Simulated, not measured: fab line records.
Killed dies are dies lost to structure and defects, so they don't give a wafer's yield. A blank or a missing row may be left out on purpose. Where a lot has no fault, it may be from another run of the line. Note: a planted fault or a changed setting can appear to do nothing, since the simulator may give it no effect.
Chamber matching / flow ritCmos / rieSi-02 running RIT_GATE_ETCH_19: 4 sister chambers
The step etches poly-Si in SF6/CHF3/O2, stops on SiO2, time 165 s, target depth 312.5 nm. 4 wafers are shown with their chamber, then 7 later ones without.

== WAFERS WITH THEIR CHAMBER ==
wafer=L145.1; chamber=1; drypumpMotorCurrentA (A)=5.68
wafer=L145.3; chamber=2; drypumpMotorCurrentA (A)=5.53
wafer=L147.4; chamber=3; drypumpMotorCurrentA (A)=5.18
wafer=L147.5; chamber=0; drypumpMotorCurrentA (A)=5.66

== WAFERS WITHOUT THEIR CHAMBER ==
wafer=L147.6; drypumpMotorCurrentA (A)=5.58
wafer=L149.2; drypumpMotorCurrentA (A)=5.19
wafer=L149.4; drypumpMotorCurrentA (A)=5.56
wafer=L149.5; drypumpMotorCurrentA (A)=5.18
wafer=L159.3; drypumpMotorCurrentA (A)=5.67
wafer=L159.5; drypumpMotorCurrentA (A)=5.15
wafer=L159.6; drypumpMotorCurrentA (A)=5.58

== CHAMBER TAKEN BY EACH ==
wafer=L147.6; from the rows above=can't be placed: 2 or 0 or 1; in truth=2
wafer=L149.2; from the rows above=3; in truth=3
wafer=L149.4; from the rows above=2; in truth=2
wafer=L149.5; from the rows above=3; in truth=3
wafer=L159.3; from the rows above=can't be placed: 0 or 1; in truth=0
wafer=L159.5; from the rows above=3; in truth=3
wafer=L159.6; from the rows above=can't be placed: 2 or 0 or 1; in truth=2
Correctly placed: 4 of 7. Unplaceable from these rows: 3, with the true chamber sitting among the candidates in 3. Wrongly placed: 0.
How it was worked out, from the rows above alone: a wafer's distance from a chamber is the root of the sum, over the readings, of the square of ((its reading less the chamber's mean) divided by the reading's scatter). If the next closest chamber is less than 2 further off than the closest, the wafer can't be placed; otherwise it belongs to the closest. Each chamber's mean is taken over the wafers shown for it. The scatter: root of mean squared gap, hidden wafer to nearest shown wafer, with one shown wafer a chamber.
